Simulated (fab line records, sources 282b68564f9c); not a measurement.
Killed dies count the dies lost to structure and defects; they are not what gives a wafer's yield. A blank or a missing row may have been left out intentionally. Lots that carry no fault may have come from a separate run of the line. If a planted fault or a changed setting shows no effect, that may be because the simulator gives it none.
fab line records	flow ritCmos
record: lots: 6	wafers: 18	lastDay: 7
route steps=202 shown CONTACT@172 M1@184
lots that met no fault: from a run of the same line without faults
startH: start of the lot's first displayed wafer, in hours after the record's first day	waitH: hours since the lot's step before	" unchanged from the row above	L1.1+2: a row that stands for several wafers	- value missing, or start not given	* or withheld: withheld	< > ~ a bound
route shown NAME@n: a module of which the file shows steps, and the number in the route of the first	usual: mean and standard deviation over wafers with no fault	same: alike in all rows	chamber/n: place in a boat	sites: per-site readings	_std_site: the values' standard deviation	_edge_site: mean of outer sites minus mean of inner sites	radiusMm: for every site, how far away it sits from the centre of the wafer	mask NAME#n: copy n	behind: the last tool/chamber to shape the wafer	hold: the reason the lot was held/the length of the hold in hours/how it ended	device: transistor that didn't switch, given as n, p or np	end of line: tests of these same wafers at the route's end	for a step that has no rows: nothing shown but its recipe	killed: at the first sort, the dies lost to defects and structure; wafer yield is something else	map: the dies of a wafer, with x for killed, . for not killed, _ for no die there
set.NAME: the setting the step ran with; set.NAME@STEP: the setting that earlier step ran with	model.NAME: the simulator's own value behind a step, which no gauge read
lots at selected steps of the route; one table per step, one row per wafer
services: from which hour (startH, from the record's first day; less than 0 if before it) a tool's chamber was out of use, for how many hours, and why
== steps ==
step: RIT_CONTACT_SOFTBAKE_04
recipe: resist: NOVOLAK	tempC: 90	timeS: 60
step: RIT_CONTACT_EXPOSE_05
recipe: maskId: M11	na: 0.6	sourceShape: conventional	sigmaOuter: 0.5	targetCdNm: 1000	doseMj: 250
step: RIT_CONTACT_PEB_06
recipe: resist: NOVOLAK	tempC: withheld	timeS: withheld
step: RIT_CONTACT_DEVELOP_07
recipe: resist: NOVOLAK	developTimeS: 120	devTempC: 24.23
step: RIT_CONTACT_CD_MEAS_08
recipe: targetCdNm: 1000
usual: cdNm: 1000.0/2.6
lot.wafer	tool	chamber	startH	waitH	cdNm
L175.2	cdSem-01	-	76.19	-	996.6
L175.3	"	-	"	"	999.9
L175.4	"	-	"	"	997.7
L176.2	cdSem-01	-	83.34	-	998.7
L176.4	"	-	"	"	1000.7
L176.6	"	-	"	"	999.1
L182.2	cdSem-01	-	113.10	-	1003.4
L182.4	"	-	"	"	1001.0
L182.6	"	-	"	"	1002.8
L184.1	cdSem-01	-	118.19	-	998.4
L184.2	"	-	"	"	996.9
L184.6	"	-	"	"	997.0
L188.1	cdSem-02	-	138.53	-	1000.0
L188.2	"	-	"	"	999.0
L188.4	"	-	"	"	996.7
L194.2	cdSem-01	-	171.06	-	1000.2
L194.3	"	-	"	"	1001.1
L194.4	"	-	"	"	1003.3
step: RIT_CONTACT_OVL_MEAS_09
usual: CONTACT_OVL: -1.1/1.9
lot.wafer	tool	chamber	startH	waitH	CONTACT_OVL[nm]
L175.2	overlay-02	-	76.30	0.1	-0.9
L175.3	"	-	"	"	-0.1
L175.4	"	-	"	"	-1.2
L176.2	overlay-02	-	83.45	0.1	0.2
L176.4	"	-	"	"	-0.3
L176.6	"	-	"	"	0.0
L182.2	overlay-01	-	113.20	0.1	-3.7
L182.4	"	-	"	"	-2.2
L182.6	"	-	"	"	-4.0
L184.1	overlay-01	-	118.31	0.1	-1.8
L184.2	"	-	"	"	-1.4
L184.6	"	-	"	"	-2.0
L188.1	overlay-01	-	138.65	0.1	0.5
L188.2	"	-	"	"	0.6
L188.4	"	-	"	"	0.8
L194.2	overlay-01	-	171.16	0.1	-2.8
L194.3	"	-	"	"	-0.7
L194.4	"	-	"	"	-2.2
step: RIT_CONTACT_HARDBAKE_10
recipe: resist: NOVOLAK	tempC: 140	timeS: 60
step: RIT_CONTACT_ETCH_11
recipe: targetDepthA: 4800	overEtchFrac: 0.2	stopOn: TiSi2	chemistry: CHF3/CF4/Ar	target: SiO2	CHF3_flow_sccm: 50	cf4FlowSccm: 10	Ar_flow_sccm: 100	O2_flow_sccm: 5	pressureMtorr: 100	rfW: 200	timeS: 320
usual: drypumpMotorCurrentA: 5.51/0.3	oesProductAu: 0.990/0.013	throttleValvePct: 8.89/0.15
same: timeS: 320
lot.wafer	tool	chamber	startH	waitH	drypumpMotorCurrentA	oesProductAu	rfHoursCounterH	throttleValvePct
L175.2	rieDiel-03	2	76.48	0.1	5.90	0.995	62	8.78
L175.3	"	3	"	"	5.37	1.014	70	8.85
L175.4	"	0	"	"	5.68	1.005	88	9.10
L176.2	rieDiel-01	3	83.63	0.1	5.48	0.996	2	8.84
L176.4	"	2	"	"	5.43	0.982	9	8.99
L176.6	"	0	"	"	4.88	0.989	-	8.89
L182.2	rieDiel-03	0	113.38	0.1	5.71	1.002	89	9.09
L182.4	"	3	"	"	5.37	1.013	71	8.87
L182.6	"	1	"	"	5.30	0.982	-	8.99
L184.1	rieDiel-03	1	118.49	0.1	5.25	0.976	139	8.99
L184.2	"	3	"	"	5.41	1.019	71	8.88
L184.6	"	2	"	"	5.91	0.989	-	8.81
L188.1	rieDiel-04	1	138.84	0.1	6.01	0.970	5	8.68
L188.2	"	0	"	"	5.80	0.983	151	8.59
L188.4	"	3	"	"	5.35	1.004	-	8.98
L194.2	rieDiel-03	0	171.34	0.1	5.73	1.002	90	9.10
L194.3	"	1	"	"	5.28	0.977	140	8.99
L194.4	"	2	"	"	5.87	0.997	64	8.82
step: RIT_CONTACT_STRIP_12
recipe: chemistry: O2	timeS: 180	resist: NOVOLAK	platenTempC: withheld	powerW: 500	pressureMtorr: 4000	o2FlowSccm: 4000
usual: drypumpMotorCurrentA: 5.8/0.36
same: timeS: 180
lot.wafer	tool	chamber	startH	waitH	drypumpMotorCurrentA	rfHoursCounterH
L175.2	plasmaAsher-03	1	76.67	0.1	5.4	43
L175.3	"	1	"	"	5.4	-
L175.4	"	0	"	"	6.1	-
L176.2	plasmaAsher-04	0	83.82	0.1	5.5	45
L176.4	"	1	"	"	5.4	-
L176.6	"	1	"	"	5.4	-
L182.2	plasmaAsher-03	0	113.58	0.1	6.1	47
L182.4	"	1	"	"	5.4	-
L182.6	"	1	"	"	5.4	-
L184.1	plasmaAsher-03	0	118.69	0.1	6.1	48
L184.2	"	1	"	"	5.4	48
L184.6	"	1	"	"	5.4	-
L188.1	plasmaAsher-01	0	139.03	0.1	6.2	1
L188.2	"	1	"	"	6.2	1
L188.4	"	0	"	"	6.2	-
L194.2	plasmaAsher-04	1	171.54	0.1	5.4	56
L194.3	"	1	"	"	5.4	-
L194.4	"	0	"	"	5.5	-
step: RIT_CONTACT_CD_MEAS_90
recipe: targetCdNm: 1000
usual: cdNm: 1000.0/2.6
lot.wafer	tool	chamber	startH	waitH	cdNm
L175.2	cdSem-01	-	76.87	0.1	996.7
L175.3	"	-	"	"	999.9
L175.4	"	-	"	"	998.0
L176.2	cdSem-01	-	84.02	0.1	998.0
L176.4	"	-	"	"	1000.3
L176.6	"	-	"	"	999.2
L182.2	cdSem-01	-	113.77	0.1	1003.6
L182.4	"	-	"	"	1000.2
L182.6	"	-	"	"	1002.6
L184.1	cdSem-01	-	118.86	0.1	997.6
L184.2	"	-	"	"	996.0
L184.6	"	-	"	"	997.7
L188.1	cdSem-02	-	139.21	0.1	999.0
L188.2	"	-	"	"	999.4
L188.4	"	-	"	"	997.1
L194.2	cdSem-01	-	171.73	0.1	1000.6
L194.3	"	-	"	"	1001.0
L194.4	"	-	"	"	1003.6
step: RIT_CONTACT_CLEAN_13
recipe: chemistry: SC1	mix: 3:3:50	timeS: 600	tempC: 75
step: RIT_CONTACT_CLEAN_14
recipe: chemistry: SC2	mix: 3:3:50	timeS: 600	tempC: 75	dry: n2Spin
step: RIT_M1_SPUTTER_00
recipe: material: Al	targetThkNm: 400	powerW: 2000	chamberPressurePa: 0.4	gas: Ar	timeS: 500	substrateTempC: 25
usual: cathodeDcPowerW: 2000.0/0.36	substrateTempC: 25.00/0.1	throttleValvePct: 30.6/1.2
lot.wafer	tool	chamber	startH	waitH	cathodeDcPowerW	substrateTempC	throttleValvePct	model.Al_of_M1_SPUTTER_00.thkNm
L175.2	pvdSputter-02	-	77.32	0.0	1999.9	25.05	30.3	397
L175.3	"	-	"	"	2000.3	25.06	31.4	409
L175.4	"	-	"	"	1999.7	25.00	28.1	399.6
L176.2	pvdSputter-01	-	84.49	0.0	1999.6	25.14	31.5	409.7
L176.4	"	-	"	"	1999.7	24.85	30.3	406.7
L176.6	"	-	"	"	1999.7	25.16	29.7	411.9
L182.2	pvdSputter-02	-	114.22	0.0	1999.7	24.98	31.5	365.4
L182.4	"	-	"	"	2000.3	24.97	32.3	355.4
L182.6	"	-	"	"	2000.6	24.92	31.4	366.4
L184.1	pvdSputter-02	-	119.33	0.0	2000.1	25.02	27.9	360.9
L184.2	"	-	"	"	2000.1	24.86	30.4	360.5
L184.6	"	-	"	"	1999.4	24.86	30.2	358.2
L188.1	pvdSputter-01	-	139.71	0.0	2000.2	25.11	29.7	406.4
L188.2	"	-	"	"	1999.7	24.97	31.5	399.3
L188.4	"	-	"	"	1999.7	25.14	31.2	405.4
L194.2	pvdSputter-03	-	172.18	0.0	2000.7	25.22	29.6	397.1
L194.3	"	-	"	"	2000.9	24.92	30.9	396.3
L194.4	"	-	"	"	1999.8	25.06	30.3	397
step: RIT_M1_RS_MEAS_01
recipe: thkMeasGauge: four-point-probe	reads: Al_of_M1_SPUTTER_00
usual: M1_AL_RS: 0.0732/0.0011
lot.wafer	tool	chamber	startH	waitH	M1_AL_RS[ohm/sq]
L175.2	filmMetro-01	-	77.63	0.2	0.0741
L175.3	"	-	"	"	0.0718
L175.4	"	-	"	"	0.0735
L176.2	filmMetro-01	-	84.80	0.2	0.0719
L176.4	"	-	"	"	0.0721
L176.6	"	-	"	"	0.0713
L182.2	filmMetro-01	-	114.54	0.2	0.0807
L182.4	"	-	"	"	0.0829
L182.6	"	-	"	"	0.0802
L184.1	filmMetro-01	-	119.63	0.1	0.0817
L184.2	"	-	"	"	0.0817
L184.6	"	-	"	"	0.0821
L188.1	filmMetro-01	-	140.01	0.1	0.0723
L188.2	"	-	"	"	0.0736
L188.4	"	-	"	"	0.0726
L194.2	filmMetro-01	-	172.50	0.2	0.0739
L194.3	"	-	"	"	0.0741
L194.4	"	-	"	"	0.0739
step: RIT_M1_THK_MEAS_02
recipe: thkMeasGauge: xrf	reads: Al_of_M1_SPUTTER_00
usual: M1_AL_THK: 408/6.2
lot.wafer	tool	chamber	startH	waitH	M1_AL_THK[nm]
L175.2	filmMetro-01	-	77.74	0.1	402
L175.3	"	-	"	"	416
L175.4	"	-	"	"	405
L176.2	filmMetro-01	-	84.91	0.1	416
L176.4	"	-	"	"	412
L176.6	"	-	"	"	416
L182.2	filmMetro-01	-	114.65	0.1	373
L182.4	"	-	"	"	364
L182.6	"	-	"	"	375
L184.1	filmMetro-01	-	119.75	0.1	366
L184.2	"	-	"	"	368
L184.6	"	-	"	"	365
L188.1	filmMetro-01	-	140.13	0.1	416
L188.2	"	-	"	"	406
L188.4	"	-	"	"	415
L194.2	filmMetro-01	-	172.61	0.1	404
L194.3	"	-	"	"	403
L194.4	"	-	"	"	402
step: RIT_M1_HMDS_03
recipe: primeTimeS: 60	primeTempC: 140
step: RIT_M1_COAT_04
recipe: resist: NOVOLAK	spinRpm: 2000	resistThkNm: 1300
step: RIT_M1_SOFTBAKE_05
recipe: resist: NOVOLAK	tempC: 90	timeS: 60
step: RIT_M1_EXPOSE_06
recipe: maskId: M12	na: 0.6	sourceShape: conventional	sigmaOuter: 0.5	targetCdNm: 2600	doseMj: 250
step: RIT_M1_PEB_07
recipe: resist: NOVOLAK	tempC: withheld	timeS: withheld
step: RIT_M1_DEVELOP_08
recipe: resist: NOVOLAK	developTimeS: 65.5	devTempC: 23
step: RIT_M1_CD_MEAS_09
recipe: targetCdNm: 2600
usual: cdNm: 2600.2/2.2
lot.wafer	tool	chamber	startH	waitH	cdNm
L175.2	cdSem-01	-	78.82	-	2603.7
L175.3	"	-	"	"	2603.1
L175.4	"	-	"	"	2603.0
L176.2	cdSem-01	-	85.99	-	2603.5
L176.4	"	-	"	"	2606.2
L176.6	"	-	"	"	2604.7
L182.2	cdSem-01	-	115.73	-	2598.2
L182.4	"	-	"	"	2599.2
L182.6	"	-	"	"	2598.3
L184.1	cdSem-01	-	121.05	-	2598.2
L184.2	"	-	"	"	2598.1
L184.6	"	-	"	"	2598.4
L188.1	cdSem-02	-	141.19	-	2597.8
L188.2	"	-	"	"	2600.9
L188.4	"	-	"	"	2597.5
L194.2	cdSem-01	-	173.68	-	2603.5
L194.3	"	-	"	"	2600.9
L194.4	"	-	"	"	2602.1
step: RIT_M1_OVL_MEAS_10
usual: M1_OVL: 0.2/1.2
lot.wafer	tool	chamber	startH	waitH	M1_OVL[nm]
L175.2	overlay-02	-	78.92	0.1	0.6
L175.3	"	-	"	"	2.1
L175.4	"	-	"	"	0.2
L176.2	overlay-01	-	86.10	0.1	-0.9
L176.4	"	-	"	"	0.2
L176.6	"	-	"	"	1.3
L182.2	overlay-02	-	115.83	0.1	1.7
L182.4	"	-	"	"	-0.5
L182.6	"	-	"	"	0.0
L184.1	overlay-02	-	121.17	0.1	1.0
L184.2	"	-	"	"	0.1
L184.6	"	-	"	"	1.2
L188.1	overlay-01	-	141.31	0.1	0.0
L188.2	"	-	"	"	1.4
L188.4	"	-	"	"	-0.3
L194.2	overlay-02	-	173.79	0.1	-0.5
L194.3	"	-	"	"	-0.9
L194.4	"	-	"	"	-0.6
step: RIT_M1_HARDBAKE_11
recipe: resist: NOVOLAK	tempC: 140	timeS: 120
step: RIT_M1_METAL_ETCH_12
recipe: stopOn: SiO2	chemistry: Cl2/BCl3	target: Al	timeS: 165	overEtchFrac: 0.5	pressureMtorr: 100	targetDepthA: 6000	rfW: 250	Cl2_flow_sccm: 60	bcl3FlowSccm: 50
usual: drypumpMotorCurrentA: 5.9/0.36	oesProductAu: 0.767/0.014	throttleValvePct: 8.29/0.073
same: timeS: 165
lot.wafer	tool	chamber	startH	waitH	drypumpMotorCurrentA	oesProductAu	rfHoursCounterH	throttleValvePct
L175.2	rieMetal-04	0	79.20	0.2	6.1	0.759	0.9	8.24
L175.3	"	0	"	"	6.1	0.770	-	8.22
L175.4	"	1	"	"	5.5	0.769	-	8.31
L176.2	rieMetal-02	0	86.38	0.2	5.3	0.789	2.5	8.38
L176.4	"	0	"	"	5.3	0.795	-	8.37
L176.6	"	0	"	"	5.2	0.789	-	8.36
L182.2	rieMetal-02	1	116.11	0.2	6.2	0.721	2.9	8.17
L182.4	"	0	"	"	5.3	0.726	-	8.38
L182.6	"	1	"	"	6.2	0.712	-	8.18
L184.1	rieMetal-04	1	121.45	0.2	5.5	0.720	1.1	8.31
L184.2	"	0	"	"	6.1	0.725	1.5	8.24
L184.6	"	1	"	"	5.5	0.716	-	8.30
L188.1	rieMetal-02	0	141.60	0.2	5.3	0.783	3.2	8.37
L188.2	"	1	"	"	6.2	0.755	3.2	8.17
L188.4	"	0	"	"	5.3	0.788	-	8.37
L194.2	rieMetal-02	0	174.09	0.2	5.3	0.783	3.6	8.36
L194.3	"	1	"	"	6.2	0.739	-	8.16
L194.4	"	0	"	"	5.3	0.779	-	8.37
step: RIT_M1_STRIP_13
recipe: chemistry: nmp	resist: NOVOLAK	tempC: 80	timeS: 600	dry: n2Spin
step: RIT_M1_PROBE_99
usual: killed_at_M0_to_M3: 0.0/0.083	killedAtFrontEnd: 6.9/2.9	killedDies: 7.0/2.9	killedOpen: 3.5/2	killedShort: 3.5/2
same: grossDies: 264	killed_at_M4_up: 0	killedAtBackSide: 0	killedAtContacts: 0	killedAtOther: 0
lot.wafer	tool	chamber	startH	waitH	killed_at_M0_to_M3	killedAtFrontEnd	killedDies	killedOpen	killedShort	model.etest.pldd.widthNm	model.etest.nldd.widthNm	model.etest.pplusSal.widthNm	model.etest.nplusSal.widthNm	model.etest.polyCombOverSteps.leakLog10AUm	model.etest.m1.rsOhmSq
L175.2	prober-02	-	81.50	0.1	0	9	9	6	3	3161	3189	3459	3462	-12.9	0.07368
L175.3	prober-02	-	81.55	0.2	0	4	4	2	2	3169	3192	3457	3448	-12.66	0.0706
L175.4	prober-02	-	81.60	0.2	0	7	7	3	4	3182	3173	3474	3463	-12.75	0.07259
L176.2	prober-01	-	88.77	0.1	1	5	6	1	5	3198	3192	3453	3450	-12.7	0.07077
L176.4	prober-01	-	88.87	0.2	0	10	10	8	2	3203	3208	3465	3454	-12.77	0.07135
L176.6	prober-01	-	88.97	0.2	0	5	5	2	3	3206	3218	3468	3467	-12.86	0.07061
L182.2	prober-02	-	118.41	0.1	0	10	10	5	5	3151	3140	3424	3418	-11.94	0.07973
L182.4	prober-02	-	118.51	0.2	0	6	6	3	3	3168	3161	3443	3430	-12.89	0.08125
L182.6	prober-02	-	118.61	0.2	0	11	11	6	5	3148	3143	3414	3422	-12.82	0.07895
L184.1	prober-01	-	123.71	0.1	0	12	12	6	6	3168	3158	3411	3403	-12.73	0.08059
L184.2	prober-01	-	123.76	0.1	0	5	5	3	2	3157	3151	3398	3409	-11.81	0.08078
L184.6	prober-01	-	123.96	0.2	0	4	4	2	2	3138	3132	3369	3353	-12.77	0.0814
L188.1	prober-01	-	144.96	0.1	0	4	4	3	1	3214	3206	3466	3447	-12.84	0.07097
L188.2	prober-01	-	145.01	0.1	0	6	6	2	4	3201	3224	3476	3471	-12.7	0.07271
L188.4	prober-01	-	145.11	0.2	0	3	3	3	0	3219	3236	3456	3476	-12.91	0.0713
L194.2	prober-01	-	176.39	0.1	0	13	13	8	5	3208	3226	3454	3471	-12.75	0.07287
L194.3	prober-01	-	176.44	0.2	0	10	10	3	7	3231	3220	3450	3454	-12.59	0.07338
L194.4	prober-01	-	176.49	0.2	0	12	12	5	7	3213	3208	3455	3447	-12.74	0.07302
killed by level:class
L175.2 GATE:geometricParticle:open=3 ACTIVE:geometricParticle:open=1 GATE:geometricParticle:short=1 REOX:geometricParticle:short=1 SPACER:geometricParticle:open=1 SPACER:geometricParticle:short=1 SILICIDE:geometricParticle:open=1
L175.3 GATE:geometricParticle:short=1 GATE:geometricParticle:open=1 SPACER:geometricParticle:short=1 SILICIDE:geometricParticle:open=1
L175.4 GATE:geometricParticle:open=3 GATE:geometricParticle:short=2 FOX2:geometricParticle:short=1 SILICIDE:geometricParticle:short=1
L176.2 FOX2:geometricParticle:short=3 GATE:geometricParticle:open=1 REOX:geometricParticle:short=1 M1:geometricParticle:short=1
L176.4 GATE:geometricParticle:open=7 FOX1:geometricParticle:short=1 SPACER:geometricParticle:short=1 SILICIDE:geometricParticle:open=1
L176.6 GATE:geometricParticle:short=2 FOX1:geometricParticle:short=1 GATE:geometricParticle:open=1 SPACER:geometricParticle:open=1
L182.2 FOX1:geometricParticle:open=4 FOX1:geometricParticle:short=2 GATE:geometricParticle:short=2 SPACER:geometricParticle:short=1 GATE:geometricParticle:open=1
L182.4 SPACER:geometricParticle:short=2 FOX1:geometricParticle:open=1 REOX:geometricParticle:short=1 SPACER:geometricParticle:open=1 SILICIDE:geometricParticle:open=1
L182.6 FOX1:geometricParticle:short=2 GATE:geometricParticle:open=2 REOX:geometricParticle:open=2 REOX:geometricParticle:short=2 SPACER:geometricParticle:open=1 SPACER:geometricParticle:short=1 SILICIDE:geometricParticle:open=1
L184.1 GATE:geometricParticle:short=4 REOX:geometricParticle:open=3 FOX2:geometricParticle:open=2 GATE:geometricParticle:open=1 REOX:geometricParticle:short=1 SPACER:geometricParticle:short=1
L184.2 GATE:geometricParticle:open=2 FOX1:geometricParticle:open=1 GATE:geometricParticle:short=1 REOX:geometricParticle:short=1
L184.6 REOX:geometricParticle:short=1 SPACER:geometricParticle:open=1 SILICIDE:geometricParticle:short=1 SILICIDE:geometricParticle:open=1
L188.1 GATE:geometricParticle:open=2 GATE:geometricParticle:short=1 SILICIDE:geometricParticle:open=1
L188.2 GATE:geometricParticle:short=2 FOX1:geometricParticle:open=1 FOX2:geometricParticle:short=1 REOX:geometricParticle:open=1 SILICIDE:geometricParticle:short=1
L188.4 SPACER:geometricParticle:open=2 FOX1:geometricParticle:open=1
L194.2 GATE:geometricParticle:short=4 GATE:geometricParticle:open=3 SPACER:geometricParticle:open=2 FOX1:geometricParticle:short=1 FOX1:geometricParticle:open=1 REOX:geometricParticle:open=1 SILICIDE:geometricParticle:open=1
L194.3 SILICIDE:geometricParticle:short=3 GATE:geometricParticle:short=2 GATE:geometricParticle:open=2 ACTIVE:geometricParticle:short=1 FOX1:geometricParticle:short=1 REOX:geometricParticle:open=1
L194.4 FOX1:geometricParticle:open=2 FOX2:geometricParticle:short=2 GATE:geometricParticle:short=2 SILICIDE:geometricParticle:short=2 GATE:geometricParticle:open=1 SPACER:geometricParticle:short=1 SPACER:geometricParticle:open=1 SILICIDE:geometricParticle:open=1
== services ==
tool	chamber	startH	hours	kind
pvdSputter-03	-	62.24	0.7	repair
rieDiel-04	0	80.98	5.6	repair
rieDiel-03	2	82.30	8.4	repair
rieDiel-04	3	87.23	8.6	repair
plasmaAsher-01	-	89.01	4.5	repair
rieDiel-04	-	97.12	0.2	repair
pvdSputter-03	-	97.53	30.8	repair
pvdSputter-03	-	103.34	1.7	repair
rieDiel-01	1	105.21	3.9	repair
plasmaAsher-01	-	108.92	9.0	pm
plasmaAsher-01	0	108.92	9.0	ventCycle
plasmaAsher-01	1	108.92	9.0	ventCycle
plasmaAsher-01	0	117.92	-	clean
plasmaAsher-01	1	117.92	-	clean
plasmaAsher-01	-	121.35	15.5	repair
rieDiel-01	0	131.11	-	clean
rieDiel-01	0	131.11	18.1	scheduledDown
rieDiel-01	0	131.11	18.1	ventCycle
rieDiel-04	2	131.38	8.2	repair
plasmaAsher-04	-	136.70	1.5	repair
rieDiel-01	-	148.14	1.6	repair
rieDiel-04	0	155.01	-	clean
plasmaAsher-03	-	162.96	2.8	pm
plasmaAsher-01	-	167.20	1.8	repair
== key ==
firstSign: step: RIT_M1_RS_MEAS_01	reading: M1_AL_RS	direction: up	sigmas: 7.8	usual: 0.0732	struck: 0.0816
effect: step: RIT_M1_THK_MEAS_02	reading: M1_AL_THK	direction: down	sigmas: 6.4	usual: 408	struck: 369
effect: step: RIT_M1_METAL_ETCH_12	reading: oesProductAu	direction: down	sigmas: 3.3	usual: 0.767	struck: 0.720
modelEffect: step: RIT_M1_SPUTTER_00	value: Al_of_M1_SPUTTER_00.thkNm	without: 401.1	struck: 361.1
modelEffect: step: RIT_M1_PROBE_99	value: etest.pldd.widthNm	without: 3198	struck: 3155
metAt RIT_M1_SPUTTER_00
struckWafers L182.2,L182.4,L182.6,L184.1,L184.2,L184.6
testerLeftOut L182,L184
onsetBetween 77.32 114.22
alsoFits RIT_CONTACT_STRIP_12:plasmaAsher-03
earlierFault: kind: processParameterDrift	tool: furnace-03	chamber: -	onsetH: 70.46	steps: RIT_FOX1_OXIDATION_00	channel: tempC	offset: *	shape: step	endH: 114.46	actsIn: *	stated: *
fault: kind: processParameterDrift	tool: pvdSputter-02	chamber: -	onsetH: 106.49	steps: RIT_M1_SPUTTER_00	channel: targetThkNm	offset: -40	shape: step	stated: 400
testerLeftOut: of these lots the tester's yield and bins aren't shown, on N5 and GAA mostly nor the transistor test; their killed dies are dies lost to structure and defects alone, not to doping, threshold or leakage, so they don't give the yield
